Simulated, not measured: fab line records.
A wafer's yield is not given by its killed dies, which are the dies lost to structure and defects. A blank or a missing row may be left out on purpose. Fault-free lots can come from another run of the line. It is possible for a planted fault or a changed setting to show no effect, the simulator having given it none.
Tool commonality check :: flow ritCmos :: 13 lots and 39 wafers in the sample

## WHAT PROMPTED THE OPENING
At RIT_SPACER_THK_MEAS_04 the reading SPACER_NITRIDE_THK is flagged on 1 of 13 lots. No-fault wafers: 248.9 nm, standard deviation 2.5.
Rule: a lot is flagged when every wafer of it that has a number lies more than 4 standard deviations from that mean, or none has a number. The rest of the lots are taken to be sound.

lot: L557
measured: day 3 03:31
on: filmMetro-02
SPACER_NITRIDE_THK (nm), wafer by wafer: 247.3 246.1 248.6
flag: 

lot: L558
measured: day 3 07:27
on: filmMetro-02
SPACER_NITRIDE_THK (nm), wafer by wafer: 254.6 256.5 252.6
flag: 

lot: L559
measured: day 3 12:47
on: filmMetro-01
SPACER_NITRIDE_THK (nm), wafer by wafer: 250.7 251.4 249.3
flag: 

lot: L560
measured: day 3 17:04
on: filmMetro-01
SPACER_NITRIDE_THK (nm), wafer by wafer: 251.7 252.2 249.8
flag: 

lot: L561
measured: day 3 23:25
on: filmMetro-02
SPACER_NITRIDE_THK (nm), wafer by wafer: 243.4 245.7 244.9
flag: 

lot: L562
measured: day 4 05:05
on: filmMetro-04
SPACER_NITRIDE_THK (nm), wafer by wafer: 248.3 247.8 246.8
flag: 

lot: L563
measured: day 4 08:27
on: filmMetro-01
SPACER_NITRIDE_THK (nm), wafer by wafer: 250.5 251.6 252.0
flag: 

lot: L564
measured: day 4 13:22
on: filmMetro-04
SPACER_NITRIDE_THK (nm), wafer by wafer: 247.7 247.1 249.5
flag: 

lot: L565
measured: day 4 19:37
on: filmMetro-02
SPACER_NITRIDE_THK (nm), wafer by wafer: 254.8 253.7 253.3
flag: 

lot: L566
measured: day 5 00:28
on: filmMetro-02
SPACER_NITRIDE_THK (nm), wafer by wafer: 248.5 249.4 250.1
flag: 

lot: L568
measured: day 5 09:14
on: filmMetro-04
SPACER_NITRIDE_THK (nm), wafer by wafer: 249.6 249.2 249.2
flag: 

lot: L569
measured: day 5 15:51
on: filmMetro-02
SPACER_NITRIDE_THK (nm), wafer by wafer: 249.2 249.4 248.0
flag: 

lot: L571
measured: day 6 00:20
on: filmMetro-02
SPACER_NITRIDE_THK (nm), wafer by wafer: 285.2 286.0 280.2
flag: FLAGGED
The mean of the flagged lots' numbers is 283.8 nm, +34.9 nm from the usual (+14 standard deviations).

## WHICH TOOL RAN EACH LOT
The record keeps 1 process step preceding the reading, out of 202 steps on the route. Cell contents, in order: the tool; ch with the chambers the sampled wafers went through; the start.
lot: L557
flag: 
RIT_SPACER_CVD_03: lpcvd-01 ch 0, day 3 01:34

lot: L558
flag: 
RIT_SPACER_CVD_03: lpcvd-02 ch 1, day 3 05:32

lot: L559
flag: 
RIT_SPACER_CVD_03: lpcvd-01 ch 1, day 3 10:53

lot: L560
flag: 
RIT_SPACER_CVD_03: lpcvd-01 ch 0, day 3 15:07

lot: L561
flag: 
RIT_SPACER_CVD_03: lpcvd-01 ch 1, day 3 20:32

lot: L562
flag: 
RIT_SPACER_CVD_03: lpcvd-01 ch 1, day 4 03:10

lot: L563
flag: 
RIT_SPACER_CVD_03: lpcvd-01 ch 0, day 4 06:32

lot: L564
flag: 
RIT_SPACER_CVD_03: lpcvd-02 ch 1, day 4 11:27

lot: L565
flag: 
RIT_SPACER_CVD_03: lpcvd-02 ch 1, day 4 17:42

lot: L566
flag: 
RIT_SPACER_CVD_03: lpcvd-01 ch 1, day 4 22:34

lot: L568
flag: 
RIT_SPACER_CVD_03: lpcvd-02 ch 1, day 5 07:18

lot: L569
flag: 
RIT_SPACER_CVD_03: lpcvd-01 ch 0, day 5 13:56

lot: L571
flag: FLAGGED
RIT_SPACER_CVD_03: lpcvd-01 ch 0, day 5 22:23
These steps, and what they do:
- RIT_SPACER_CVD_03: deposits Si3N4 from SiH2Cl2/NH3, target thk 250 nm, time 3300 s.
- RIT_SPACER_THK_MEAS_04

## FLAGGED AGAINST TOTAL, ONE TOOL AT A TIME (gauges that did the reading follow at the end)
step: RIT_SPACER_CVD_03
tool: lpcvd-01
lots run: 9
flagged: 1
share of the flagged lots: all
sound lots run after its first flagged lot: 0

step: RIT_SPACER_CVD_03
tool: lpcvd-02
lots run: 4
flagged: 0
share of the flagged lots: none
sound lots run after its first flagged lot: -

step: RIT_SPACER_THK_MEAS_04
tool: filmMetro-01
lots run: 3
flagged: 0
share of the flagged lots: none
sound lots run after its first flagged lot: -

step: RIT_SPACER_THK_MEAS_04
tool: filmMetro-02
lots run: 7
flagged: 1
share of the flagged lots: all
sound lots run after its first flagged lot: 0

step: RIT_SPACER_THK_MEAS_04
tool: filmMetro-04
lots run: 3
flagged: 0
share of the flagged lots: none
sound lots run after its first flagged lot: -

## WHAT THE TABLE ALLOWS
Table rows that saw every flagged lot: 2, namely lpcvd-01 at RIT_SPACER_CVD_03 and filmMetro-02 at RIT_SPACER_THK_MEAS_04.
- lpcvd-01 at RIT_SPACER_CVD_03 ran 9 lots, 1 of them flagged. Its last sound lot is L569 (day 5 13:56), its first flagged lot L571 (day 5 22:23): a fault that began between those two fits. Its own readings (spikeTcCentreC) fall more than 4 standard deviations out on all wafers of the flagged lots.
- filmMetro-02 at RIT_SPACER_THK_MEAS_04 ran 7 lots, 1 of them flagged. Its last sound lot is L569 (day 5 15:51), its first flagged lot L571 (day 6 00:20): a fault that began between those two fits.
Counting lots can't tell these 2 tools apart, because each fits a fault that began at some hour. More lots, or a look at what each step does to the wafer, might.

## WHAT WAS PUT IN BY THE SIMULATOR
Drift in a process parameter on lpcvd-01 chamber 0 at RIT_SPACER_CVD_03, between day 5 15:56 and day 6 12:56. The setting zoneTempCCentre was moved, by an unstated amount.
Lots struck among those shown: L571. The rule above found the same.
